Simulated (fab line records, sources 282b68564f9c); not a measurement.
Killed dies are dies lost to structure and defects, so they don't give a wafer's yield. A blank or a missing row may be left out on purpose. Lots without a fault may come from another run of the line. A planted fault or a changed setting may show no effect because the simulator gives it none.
fab line records | flow rit_cmos
record lots=6 wafers=18 last_day=7
route steps=202 shown NSD@138 PSD@142 SDANNEAL@153 M1@202
lots that met no fault: from a run of the same line without faults
start_h: hours from the record's first day to the start of the lot's first wafer shown | wait_h: hours since the lot's step before | " the same as in the row above | L1.1+2: a row that stands for several wafers | - no value, or no start given | * or withheld: withheld | < > ~ a bound
route shown NAME@n: a module of which the file shows steps, and the number in the route of the first | usual: mean/standard deviation of fault-free wafers | same: alike in all rows | chamber/n: place in a boat | sites: the reading at each site | _std_site: their standard deviation | _edge_site: outer sites' mean less inner sites' | radius_mm: how far each site lies from the wafer's centre | mask NAME#n: copy n | behind: the tool/chamber that last shaped the wafer | hold: why the lot was held/for how many hours/how that ended | device: the transistor (n, p or np) that didn't switch | end of line: the same wafers' tests at the end of the route | a step without rows: its recipe alone | killed: dies lost to structure and defects at the first sort, not the wafer's yield | map: a wafer's dies, x killed, . not, _ none there
set.NAME: the setting as run; set.NAME@STEP: as run at that earlier step | model.NAME: the simulator's own value behind a step, which no gauge read
lots at some steps of the route; a table a step, a row a wafer
services: from which hour (start_h, from the record's first day; less than 0 if before it) a tool's chamber was out of use, for how many hours, and why
## steps
# step RIT_NSD_HARDBAKE_07
# recipe resist=NOVOLAK temp_c=140 time_s=60
# step RIT_NSD_IMPLANT_08
# recipe species=P energy_kev=25 dose_cm2=1e+15 tilt_deg=7
# step RIT_NSD_STRIP_09
# recipe chemistry=O2 time_s=180 resist=NOVOLAK platen_temp_c=withheld power_w=500 pressure_mtorr=4000 o2_flow_sccm=4000
# usual drypump_motor_current_A=5.8/0.61
# same time_s=180
# columns lot.wafer tool chamber start_h wait_h drypump_motor_current_A rf_hours_counter_h
L472.3 plasma_asher-02 1 57.45 0.1 5.4 -
L472.4 " 0 " " 5.6 -
L472.5 " 1 " " 5.4 -
L475.2 plasma_asher-03 0 73.45 0.1 5.1 43
L475.3 " 0 " " 5.2 -
L475.5 " 1 " " 5.1 -
L476.2 plasma_asher-03 0 78.72 0.1 5.1 44
L476.4 " 1 " " 5.1 -
L476.5 " 0 " " 5.2 -
L481.1 plasma_asher-02 0 102.64 0.1 5.6 45
L481.2 " 1 " " 5.4 45
L481.6 " 1 " " 5.4 -
L487.2 plasma_asher-04 1 129.05 0.1 6.8 51
L487.4 " 0 " " 5.8 -
L487.5 " 0 " " 5.8 -
L494.2 plasma_asher-04 1 163.50 0.1 6.9 54
L494.3 " 0 " " 5.8 -
L494.6 " 0 " " 5.8 -
# step RIT_NSD_TW_MEAS_10
# usual NSD_TW=3129/22
# columns lot.wafer tool chamber start_h wait_h NSD_TW
L472.3 film_metro-03 - 57.58 0.1 3134
L472.4 " - " " 3114
L472.5 " - " " 3128
L475.2 film_metro-04 - 73.64 0.1 3169
L475.3 " - " " 3172
L475.5 " - " " 3167
L476.2 film_metro-02 - 78.90 0.1 3092
L476.4 " - " " 3106
L476.5 " - " " 3091
L481.1 film_metro-02 - 102.83 0.1 3121
L481.2 " - " " 3114
L481.6 " - " " 3114
L487.2 film_metro-03 - 129.23 0.1 3115
L487.4 " - " " 3127
L487.5 " - " " 3122
L494.2 film_metro-03 - 163.68 0.1 3152
L494.3 " - " " 3168
L494.6 " - " " 3158
# step RIT_PSD_HMDS_00
# recipe prime_time_s=60 prime_temp_c=140
# step RIT_PSD_COAT_01
# recipe resist=NOVOLAK spin_rpm=3294 resist_thk_nm=1000
# step RIT_PSD_SOFTBAKE_02
# recipe resist=NOVOLAK temp_c=90 time_s=60
# step RIT_PSD_EXPOSE_03
# recipe mask_id=M10 na=0.57 target_cd_nm=40900 dose_mj=250
# step RIT_PSD_PEB_04
# recipe resist=NOVOLAK temp_c=withheld time_s=withheld
# step RIT_PSD_DEVELOP_05
# recipe resist=NOVOLAK develop_time_s=50 dev_temp_c=23
# step RIT_PSD_OVL_MEAS_06
# usual PSD_OVL=-1.0/1.4
# columns lot.wafer tool chamber start_h wait_h PSD_OVL[nm]
L472.3 overlay-02 - 58.61 - 0.3
L472.4 " - " " -0.3
L472.5 " - " " 1.3
L475.2 overlay-02 - 74.54 - -1.4
L475.3 " - " " -1.9
L475.5 " - " " 0.0
L476.2 overlay-02 - 79.81 - -2.5
L476.4 " - " " -2.0
L476.5 " - " " -1.9
L481.1 overlay-02 - 103.87 - -2.9
L481.2 " - " " -0.4
L481.6 " - " " -1.7
L487.2 overlay-02 - 130.26 - -2.5
L487.4 " - " " 0.6
L487.5 " - " " -0.7
L494.2 overlay-01 - 164.71 - -1.2
L494.3 " - " " 0.2
L494.6 " - " " 0.1
# step RIT_PSD_HARDBAKE_07
# recipe resist=NOVOLAK temp_c=140 time_s=60
# step RIT_PSD_IMPLANT_08
# recipe species=BF2 energy_kev=27 dose_cm2=5e+15 tilt_deg=7
# usual beam_energy_keV=26.999/0.008 beam_on_s=12.8/0.8 dose_ions_cm2=5e+15/6e+12
# columns lot.wafer tool chamber start_h wait_h beam_energy_keV beam_on_s dose_ions_cm2
L472.3 implanter-01 0 58.83 0.1 27.006 12.3 5.009e+15
L472.4 " 0 " " 26.983 12.1 5.002e+15
L472.5 " 0 " " 27.003 12.1 5.005e+15
L475.2 implanter-01 0 74.75 0.1 27.002 24.3 9.505e+15
L475.3 " 0 " " 27.009 23.7 9.505e+15
L475.5 " 0 " " 26.995 23.4 9.507e+15
L476.2 implanter-04 0 80.02 0.1 26.988 14.4 5.012e+15
L476.4 " 0 " " 26.996 13.8 5.008e+15
L476.5 " 0 " " 26.983 14.0 5.007e+15
L481.1 implanter-01 0 104.06 0.1 27.013 22.8 9.498e+15
L481.2 " 0 " " 27.010 23.0 9.501e+15
L481.6 " 0 " " 27.003 23.6 9.505e+15
L487.2 implanter-02 0 130.47 0.1 27.005 12.6 5.005e+15
L487.4 " 0 " " 27.003 12.8 5.003e+15
L487.5 " 0 " " 26.999 12.9 5.001e+15
L494.2 implanter-01 0 164.92 0.1 27.000 11.9 4.994e+15
L494.3 " 0 " " 26.999 12.5 5.002e+15
L494.6 " 0 " " 26.997 12.1 4.993e+15
# step RIT_PSD_STRIP_09
# recipe chemistry=O2 time_s=180 resist=NOVOLAK platen_temp_c=withheld power_w=500 pressure_mtorr=4000 o2_flow_sccm=4000
# usual drypump_motor_current_A=5.7/0.53
# same time_s=180
# columns lot.wafer tool chamber start_h wait_h drypump_motor_current_A rf_hours_counter_h
L472.3 plasma_asher-02 0 58.99 0.1 5.6 -
L472.4 " 1 " " 5.5 -
L472.5 " 1 " " 5.5 -
L475.2 plasma_asher-01 0 74.87 0.1 5.8 27
L475.3 " 1 " " 5.1 -
L475.5 " 1 " " 5.1 -
L476.2 plasma_asher-04 0 80.14 0.1 5.8 45
L476.4 " 0 " " 5.8 -
L476.5 " 0 " " 5.8 -
L481.1 plasma_asher-01 0 104.21 0.1 5.8 31
L481.2 " 1 " " 5.1 31
L481.6 " 1 " " 5.1 -
L487.2 plasma_asher-02 1 130.59 0.1 5.4 48
L487.4 " 1 " " 5.5 -
L487.5 " 0 " " 5.6 -
L494.2 plasma_asher-04 0 165.04 0.1 5.8 54
L494.3 " 1 " " 6.9 -
L494.6 " 1 " " 6.9 -
# step RIT_PSD_TW_MEAS_10
# usual PSD_TW=3443/33
# columns lot.wafer tool chamber start_h wait_h PSD_TW
L472.3 film_metro-02 - 59.13 0.1 3401
L472.4 " - " " 3394
L472.5 " - " " 3404
L475.2 film_metro-04 - 75.06 0.1 3598
L475.3 " - " " 3631
L475.5 " - " " 3612
L476.2 film_metro-04 - 80.33 0.1 3480
L476.4 " - " " 3456
L476.5 " - " " 3460
L481.1 film_metro-03 - 104.38 0.1 3602
L481.2 " - " " 3575
L481.6 " - " " 3606
L487.2 film_metro-02 - 130.78 0.1 3409
L487.4 " - " " 3407
L487.5 " - " " 3407
L494.2 film_metro-03 - 165.23 0.1 3488
L494.3 " - " " 3465
L494.6 " - " " 3452
# step RIT_SDANNEAL_CLEAN_00
# recipe chemistry=SC1 mix=3:3:50 time_s=600 temp_c=75
# step RIT_SDANNEAL_CLEAN_01
# recipe chemistry=dHF dilution=50:1 time_s=30
# step RIT_SDANNEAL_CLEAN_02
# recipe chemistry=SC2 mix=3:3:50 time_s=600 temp_c=75 dry=n2_spin
# step RIT_SDANNEAL_RTA_03
# recipe temp_c=1050 time_s=5 idle_temp_c=600 ramp_up_c_per_s=342 ramp_down_c_per_s=171 cool_to_c=600 ambient=N2
# usual ramp_down_c_per_s=171.00/0.031 ramp_up_c_per_s=342.00/0.062 wafer_temp_C_max=1053.7/1.2
# same time_s=5
# columns lot.wafer tool chamber start_h wait_h ramp_down_c_per_s ramp_up_c_per_s wafer_temp_C_max
L472.3 rtp_anneal-02 0 59.59 0.0 170.95 341.99 1055.7
L472.4 " 0 " " 171.04 341.98 1054.8
L472.5 " 0 " " 170.99 341.94 1052.1
L475.2 rtp_anneal-01 0 75.48 0.0 170.99 342.06 1054.7
L475.3 " 0 " " 171.01 341.99 1052.1
L475.5 " 0 " " 171.00 342.09 1051.8
L476.2 rtp_anneal-02 0 80.75 0.0 170.98 342.02 1052.5
L476.4 " 0 " " 170.98 341.89 1053.9
L476.5 " 0 " " 170.98 341.95 1055.1
L481.1 rtp_anneal-01 0 104.81 0.0 171.03 341.99 1054.2
L481.2 " 0 " " 170.98 342.04 1052.7
L481.6 " 0 " " 170.96 342.08 1052.4
L487.2 rtp_anneal-01 0 131.21 0.0 170.99 341.96 1053.0
L487.4 " 0 " " 170.97 342.09 1053.0
L487.5 " 0 " " 170.96 342.01 1053.9
L494.2 rtp_anneal-02 0 165.67 0.0 171.04 342.12 1054.1
L494.3 " 0 " " 170.96 341.93 1053.6
L494.6 " 0 " " 170.95 342.03 1056.6
# step RIT_SDANNEAL_RS_MEAS_04
# recipe thk_meas_gauge=four-point-probe
# usual PSD_RS=115.93/0.26
# columns lot.wafer tool chamber start_h wait_h PSD_RS[ohm/sq]
L472.3 film_metro-04 - 59.67 0.1 115.98
L472.4 " - " " 116.40
L472.5 " - " " 116.01
L475.2 film_metro-02 - 75.55 0.1 108.46
L475.3 " - " " 108.47
L475.5 " - " " 108.15
L476.2 film_metro-03 - 80.82 0.1 115.88
L476.4 " - " " 115.74
L476.5 " - " " 115.85
L481.1 film_metro-04 - 104.87 0.0 108.33
L481.2 " - " " 108.39
L481.6 " - " " 108.24
L487.2 film_metro-04 - 131.27 0.1 115.74
L487.4 " - " " 115.82
L487.5 " - " " 115.84
L494.2 film_metro-03 - 165.74 0.1 116.20
L494.3 " - " " 116.15
L494.6 " - " " 115.57
# step RIT_SDANNEAL_RS_MEAS_05
# recipe thk_meas_gauge=four-point-probe
# usual NSD_RS=84.58/0.25
# columns lot.wafer tool chamber start_h wait_h NSD_RS[ohm/sq]
L472.3 film_metro-04 - 59.79 0.1 84.36
L472.4 " - " " 84.33
L472.5 " - " " 84.43
L475.2 film_metro-02 - 75.67 0.1 84.62
L475.3 " - " " 84.72
L475.5 " - " " 84.14
L476.2 film_metro-03 - 80.94 0.1 84.25
L476.4 " - " " 84.67
L476.5 " - " " 84.67
L481.1 film_metro-04 - 104.99 0.1 84.31
L481.2 " - " " 84.56
L481.6 " - " " 84.60
L487.2 film_metro-04 - 131.39 0.1 84.45
L487.4 " - " " 84.40
L487.5 " - " " 84.68
L494.2 film_metro-03 - 165.86 0.1 84.57
L494.3 " - " " 84.50
L494.6 " - " " 84.81
# step RIT_M1_PROBE_99
# usual killed_at_contacts=0.0/0.16 killed_at_front_end=7.1/2.7 killed_dies=7.2/2.7 killed_open=3.5/1.9 killed_short=3.6/1.9
# same gross_dies=264 killed_at_M0_to_M3=0 killed_at_M4_up=0 killed_at_back_side=0 killed_at_other=0
# columns lot.wafer tool chamber start_h wait_h killed_at_contacts killed_at_front_end killed_dies killed_open killed_short
L476.2 prober-01 - 88.26 0.1 0 6 6 5 1
L476.4 prober-01 - 88.36 0.2 0 6 6 4 2
L476.5 prober-01 - 88.41 0.2 0 8 8 2 6
# killed by level:class
L476.2 GATE:geometric_particle:open=3 SPACER:geometric_particle:open=2 REOX:geometric_particle:short=1
L476.4 REOX:geometric_particle:open=2 GATE:geometric_particle:short=1 GATE:geometric_particle:open=1 REOX:geometric_particle:short=1 SILICIDE:geometric_particle:open=1
L476.5 GATE:geometric_particle:short=2 REOX:geometric_particle:short=2 REOX:geometric_particle:open=2 SPACER:geometric_particle:short=1 SILICIDE:geometric_particle:short=1
## services
# columns tool chamber start_h hours kind
plasma_asher-01 - 40.98 2.3 repair
plasma_asher-02 - 41.58 7.8 repair
implanter-01 - 105.08 2.3 pm
plasma_asher-03 - 108.75 9.0 pm
plasma_asher-03 0 108.75 9.0 vent_cycle
plasma_asher-03 1 108.75 9.0 vent_cycle
plasma_asher-02 - 109.58 2.8 pm
plasma_asher-03 0 117.75 - clean
plasma_asher-03 1 117.75 - clean
rtp_anneal-01 - 158.18 3.7 pm
## key
first_sign step=RIT_PSD_IMPLANT_08 reading=dose_ions_cm2 direction=up sigmas=99+ usual=5e+15 struck=9.503e+15
effect step=RIT_PSD_IMPLANT_08 reading=beam_on_s direction=up sigmas=13 usual=12.8 struck=23.5
effect step=RIT_PSD_TW_MEAS_10 reading=PSD_TW direction=up sigmas=5 usual=3443 struck=3604
effect step=RIT_SDANNEAL_RS_MEAS_04 reading=PSD_RS direction=down sigmas=29 usual=115.93 struck=108.34
met_at RIT_PSD_IMPLANT_08
struck_wafers L475.2,L475.3,L475.5,L481.1,L481.2,L481.6
tester_left_out L475,L481
onset_between 58.83 74.75
fault kind=process_parameter_drift tool=implanter-01 chamber=- onset_h=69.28 steps=RIT_PSD_IMPLANT_08 channel=dose_cm2 offset=4.5e+15 shape=step end_h=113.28 acts_in=these_recipes_only stated=5e+15
# tester_left_out: of these lots the tester's yield and bins aren't shown, on N5 and GAA mostly nor the transistor test; their killed dies are dies lost to structure and defects alone, not to doping, threshold or leakage, so they don't give the yield
